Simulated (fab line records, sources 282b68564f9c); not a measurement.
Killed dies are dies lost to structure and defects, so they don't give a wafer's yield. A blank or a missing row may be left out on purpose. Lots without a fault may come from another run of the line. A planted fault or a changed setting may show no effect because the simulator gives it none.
fab line records | flow rit_cmos
record lots=14 wafers=42 last_day=7
route steps=202 shown CONTACT@173
lots that met no fault: from a run of the same line without faults
start_h: hours from the record's first day to the start of the lot's first wafer shown | wait_h: hours since the lot's step before | " the same as in the row above | L1.1+2: a row that stands for several wafers | - no value, or no start given | * or withheld: withheld | < > ~ a bound
route shown NAME@n: a module of which the file shows steps, and the number in the route of the first | usual: mean/standard deviation of fault-free wafers | same: alike in all rows | chamber/n: place in a boat | sites: the reading at each site | _std_site: their standard deviation | _edge_site: outer sites' mean less inner sites' | radius_mm: how far each site lies from the wafer's centre | mask NAME#n: copy n | behind: the tool/chamber that last shaped the wafer | hold: why the lot was held/for how many hours/how that ended | device: the transistor (n, p or np) that didn't switch | end of line: the same wafers' tests at the end of the route | a step without rows: its recipe alone | killed: dies lost to structure and defects at the first sort, not the wafer's yield | map: a wafer's dies, x killed, . not, _ none there
set.NAME: the setting as run; set.NAME@STEP: as run at that earlier step | model.NAME: the simulator's own value behind a step, which no gauge read
steps of the route over a sample of lots; a table a step, a row a wafer
services: from which hour (start_h, from the record's first day; less than 0 if before it) a tool's chamber was out of use, for how many hours, and why
## steps
# step RIT_CONTACT_EXPOSE_05
# recipe mask_id=M11 na=0.6 source_shape=conventional sigma_outer=0.5 target_cd_nm=1000 dose_mj=250
# usual exposure_dose_mJ_cm2=249.97/0.25 stage_vel_mm_s=500.01/0.22
# same na=0.6
# columns lot.wafer tool chamber start_h wait_h mask exposure_dose_mJ_cm2 stage_vel_mm_s
L533.2 iline_stepper-01 0 57.42 0.2 M11#0 250.22 499.61
L533.3 " 0 " " M11#0 250.10 499.90
L533.6 " 0 " " M11#0 250.20 499.78
L535.1 iline_stepper-02 0 70.95 0.4 M11#0 249.96 500.12
L535.3 " 0 " " M11#0 250.16 500.35
L535.4 " 0 " " M11#0 249.60 500.39
L536.2 iline_stepper-02 0 75.44 0.1 M11#0 249.97 500.07
L536.3 " 0 " " M11#0 249.72 499.58
L536.4 " 0 " " M11#0 249.96 499.83
L537.1 iline_stepper-01 0 80.33 0.2 M11#0 249.84 500.26
L537.3 " 0 " " M11#0 249.98 499.93
L537.5 " 0 " " M11#0 249.79 500.05
L539.1 iline_stepper-01 0 86.14 0.1 M11#0 249.60 500.10
L539.2 " 0 " " M11#0 249.60 500.04
L539.3 " 0 " " M11#0 249.78 499.93
L540.1 iline_stepper-02 0 88.21 0.2 M11#0 249.94 499.81
L540.4 " 0 " " M11#0 250.07 500.05
L540.6 " 0 " " M11#0 249.99 500.15
L542.1 iline_stepper-02 0 100.56 0.1 M11#0 235.36 500.18
L542.3 " 0 " " M11#0 235.61 500.02
L542.4 " 0 " " M11#0 234.95 500.59
L543.3 iline_stepper-02 0 102.04 0.1 M11#0 238.27 500.01
L543.5 " 0 " " M11#0 238.33 500.19
L543.6 " 0 " " M11#0 237.90 499.65
L546.1 iline_stepper-01 0 117.76 0.1 M11#0 250.01 499.88
L546.2 " 0 " " M11#0 249.84 499.93
L546.6 " 0 " " M11#0 249.95 500.01
L550.4 iline_stepper-01 0 137.17 0.2 M11#0 250.35 499.97
L550.5 " 0 " " M11#0 250.46 500.16
L550.6 " 0 " " M11#0 250.14 499.98
L552.4 iline_stepper-01 0 145.96 0.2 M11#0 249.96 500.06
L552.5 " 0 " " M11#0 250.02 500.21
L552.6 " 0 " " M11#0 249.60 500.04
L553.1 iline_stepper-01 0 151.63 0.1 M11#0 250.17 499.68
L553.3 " 0 " " M11#0 249.79 500.10
L553.6 " 0 " " M11#0 249.96 499.89
L555.2 iline_stepper-01 0 160.91 0.1 M11#0 250.01 499.71
L555.5 " 0 " " M11#0 250.25 499.92
L555.6 " 0 " " M11#0 250.02 500.09
L556.1 iline_stepper-01 0 165.92 0.1 M11#0 249.75 500.06
L556.5 " 0 " " M11#0 249.90 500.09
L556.6 " 0 " " M11#0 249.44 500.22
# step RIT_CONTACT_CD_MEAS_08
# recipe target_cd_nm=1000
# usual cd_nm=1000.6/2.5
# columns lot.wafer tool chamber start_h wait_h cd_nm
L533.2 cd_sem-01 - 57.98 - 996.4
L533.3 " - " " 996.2
L533.6 " - " " 998.6
L535.1 cd_sem-02 - 71.60 - 1001.7
L535.3 " - " " 1001.1
L535.4 " - " " 1000.3
L536.2 cd_sem-01 - 75.95 - 1001.6
L536.3 " - " " 1003.1
L536.4 " - " " 1000.3
L537.1 cd_sem-01 - 80.85 - 996.1
L537.3 " - " " 998.0
L537.5 " - " " 996.5
L539.1 cd_sem-02 - 86.66 - 998.9
L539.2 " - " " 996.3
L539.3 " - " " 999.4
L540.1 cd_sem-02 - 88.73 - 996.3
L540.4 " - " " 998.8
L540.6 " - " " 997.8
L542.1 cd_sem-02 - 101.08 - 984.1
L542.3 " - " " 986.9
L542.4 " - " " 986.5
L543.3 cd_sem-02 - 102.56 - 989.0
L543.5 " - " " 987.9
L543.6 " - " " 987.0
L546.1 cd_sem-01 - 118.28 - 998.3
L546.2 " - " " 998.2
L546.6 " - " " 998.7
L550.4 cd_sem-01 - 137.69 - 998.3
L550.5 " - " " 1002.3
L550.6 " - " " 998.6
L552.4 cd_sem-02 - 146.47 - 1001.0
L552.5 " - " " 999.1
L552.6 " - " " 1002.3
L553.1 cd_sem-01 - 152.15 - 998.2
L553.3 " - " " 999.6
L553.6 " - " " 997.8
L555.2 cd_sem-01 - 161.54 - 1002.0
L555.5 " - " " 1002.3
L555.6 " - " " 1002.8
L556.1 cd_sem-01 - 166.43 - 999.6
L556.5 " - " " 1000.3
L556.6 " - " " 1002.8
## services
# columns tool chamber start_h hours kind
iline_stepper-02 0 48.47 - calibration
iline_stepper-02 - 63.82 2.4 repair
iline_stepper-01 - 69.80 1.7 pm
iline_stepper-02 - 106.40 6.0 repair
iline_stepper-01 0 122.01 - calibration
## key
first_sign step=RIT_CONTACT_EXPOSE_05 reading=exposure_dose_mJ_cm2 direction=down sigmas=54 usual=249.97 struck=236.74
effect step=RIT_CONTACT_CD_MEAS_08 reading=cd_nm direction=down sigmas=5.6 usual=1000.6 struck=986.9 through=control_loop
met_at RIT_CONTACT_EXPOSE_05
struck_lots L542,L543
tester_left_out L542,L543
loop_trim step=RIT_CONTACT_EXPOSE_05 setting=dose lots=L543
onset_between 88.21 100.56
fault kind=process_parameter_drift tool=iline_stepper-02 chamber=- onset_h=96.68 steps=RIT_CONTACT_EXPOSE_05 channel=dose_mj offset=-14.632 shape=step acts_in=these_recipes_only stated=250
# tester_left_out: of these lots the tester's yield and bins aren't shown, on N5 and GAA mostly nor the transistor test; their killed dies are dies lost to structure and defects alone, not to doping, threshold or leakage, so they don't give the yield
# loop_trim: a control loop set the setting to another value than it would have without faults
